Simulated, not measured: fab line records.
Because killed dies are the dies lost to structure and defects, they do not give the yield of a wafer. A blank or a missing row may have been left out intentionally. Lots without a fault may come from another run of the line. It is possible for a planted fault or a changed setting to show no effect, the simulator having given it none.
Commonality check across tools / flow rit cmos / 45 wafers sampled across 15 lots

## WHY THIS WAS OPENED
Of 15 lots, 3 have the reading NWELL_TW flagged at RIT_NWELL_TW_MEAS_10. Fault-free wafers read 2156, with a standard deviation of 21.
Rule: a lot is flagged in two cases, either no wafer of it has a number, or all its wafers with numbers fall more than 4 standard deviations from that mean. All remaining lots are regarded as sound.

lot=L909; measured=day 1 22:44; on=film metro-04; NWELL_TW, wafer by wafer=2135 2148 2139; flag=
lot=L910; measured=day 2 05:11; on=film metro-04; NWELL_TW, wafer by wafer=2156 2155 2166; flag=
lot=L912; measured=day 2 12:38; on=film metro-02; NWELL_TW, wafer by wafer=2190 2174 2175; flag=
lot=L913; measured=day 2 17:37; on=film metro-01; NWELL_TW, wafer by wafer=2186 2175 2172; flag=
lot=L914; measured=day 3 00:28; on=film metro-04; NWELL_TW, wafer by wafer=2119 2121 2116; flag=
lot=L915; measured=day 3 04:20; on=film metro-04; NWELL_TW, wafer by wafer=2121 2129 2125; flag=
lot=L916; measured=day 3 10:11; on=film metro-04; NWELL_TW, wafer by wafer=2124 2119 2120; flag=
lot=L918; measured=day 3 21:35; on=film metro-01; NWELL_TW, wafer by wafer=2185 2178 2189; flag=
lot=L920; measured=day 4 04:24; on=film metro-01; NWELL_TW, wafer by wafer=2180 2168 2172; flag=
lot=L921; measured=day 4 10:59; on=film metro-04; NWELL_TW, wafer by wafer=2155 2164 2151; flag=
lot=L922; measured=day 4 15:59; on=film metro-04; NWELL_TW, wafer by wafer=2147 2147 2139; flag=
lot=L928; measured=day 5 22:37; on=film metro-02; NWELL_TW, wafer by wafer=2179 2166 2173; flag=
lot=L929; measured=day 6 02:12; on=film metro-04; NWELL_TW, wafer by wafer=1963 1945 1951; flag=FLAGGED
lot=L930; measured=day 6 08:04; on=film metro-02; NWELL_TW, wafer by wafer=1980 1970 1966; flag=FLAGGED
lot=L931; measured=day 6 12:11; on=film metro-04; NWELL_TW, wafer by wafer=1945 1958 1946; flag=FLAGGED
On average the flagged lots' numbers are 1958, which is -198 against the usual, or -9 standard deviations.

## WHICH TOOL EACH LOT WENT THROUGH
The record keeps 1 process step preceding the reading, out of 202 steps on the route. Read each cell as the tool, then ch plus the chambers that the sampled wafers visited, then the start.
lot=L909; flag=; RIT_NWELL_IMPLANT_08=implanter-04 ch 0, day 1 22:24
lot=L910; flag=; RIT_NWELL_IMPLANT_08=implanter-04 ch 0, day 2 04:52
lot=L912; flag=; RIT_NWELL_IMPLANT_08=implanter-02 ch 0, day 2 12:19
lot=L913; flag=; RIT_NWELL_IMPLANT_08=implanter-01 ch 0, day 2 17:19
lot=L914; flag=; RIT_NWELL_IMPLANT_08=implanter-01 ch 0, day 3 00:08
lot=L915; flag=; RIT_NWELL_IMPLANT_08=implanter-04 ch 0, day 3 04:02
lot=L916; flag=; RIT_NWELL_IMPLANT_08=implanter-04 ch 0, day 3 09:52
lot=L918; flag=; RIT_NWELL_IMPLANT_08=implanter-01 ch 0, day 3 21:15
lot=L920; flag=; RIT_NWELL_IMPLANT_08=implanter-01 ch 0, day 4 04:05
lot=L921; flag=; RIT_NWELL_IMPLANT_08=implanter-04 ch 0, day 4 10:40
lot=L922; flag=; RIT_NWELL_IMPLANT_08=implanter-02 ch 0, day 4 15:39
lot=L928; flag=; RIT_NWELL_IMPLANT_08=implanter-01 ch 0, day 5 22:17
lot=L929; flag=FLAGGED; RIT_NWELL_IMPLANT_08=implanter-04 ch 0, day 6 01:52
lot=L930; flag=FLAGGED; RIT_NWELL_IMPLANT_08=implanter-04 ch 0, day 6 07:44
lot=L931; flag=FLAGGED; RIT_NWELL_IMPLANT_08=implanter-04 ch 0, day 6 11:51
What is done by these steps:
- RIT_NWELL_IMPLANT_08
- RIT_NWELL_TW_MEAS_10

## FLAGGED OVER TOTAL, TOOL BY TOOL (the gauges that took the reading come last)
step=RIT_NWELL_IMPLANT_08; tool=implanter-01; lots run=5; flagged=0; share of the flagged lots=none; sound lots run after its first flagged lot=-
step=RIT_NWELL_IMPLANT_08; tool=implanter-02; lots run=2; flagged=0; share of the flagged lots=none; sound lots run after its first flagged lot=-
step=RIT_NWELL_IMPLANT_08; tool=implanter-04; lots run=8; flagged=3; share of the flagged lots=all; sound lots run after its first flagged lot=0
step=RIT_NWELL_TW_MEAS_10; tool=film metro-01; lots run=3; flagged=0; share of the flagged lots=none; sound lots run after its first flagged lot=-
step=RIT_NWELL_TW_MEAS_10; tool=film metro-02; lots run=3; flagged=1; share of the flagged lots=some; sound lots run after its first flagged lot=0
step=RIT_NWELL_TW_MEAS_10; tool=film metro-04; lots run=9; flagged=2; share of the flagged lots=some; sound lots run after its first flagged lot=0

## WHAT IS ALLOWED BY THE TABLE
All flagged lots share 1 row of the table, namely implanter-04 at RIT_NWELL_IMPLANT_08.
- implanter-04 at RIT_NWELL_IMPLANT_08: 3 of its 8 lots flagged. A fault beginning between L921 (day 4 10:40), its last sound lot, and L929 (day 6 01:52), its first flagged one, fits the data. Its own readings lie more than 4 standard deviations out on every wafer of the flagged lots: dose ions cm2, faraday current uA.
One tool is left: implanter-04 at RIT_NWELL_IMPLANT_08.

## WHAT HAD BEEN PUT IN BY THE SIMULATOR
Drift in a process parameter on implanter-04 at RIT_NWELL_IMPLANT_08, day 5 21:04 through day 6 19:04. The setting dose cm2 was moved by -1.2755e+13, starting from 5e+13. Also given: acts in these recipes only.
Struck lots among those shown: L929, L930, L931. Same finding as the rule above.
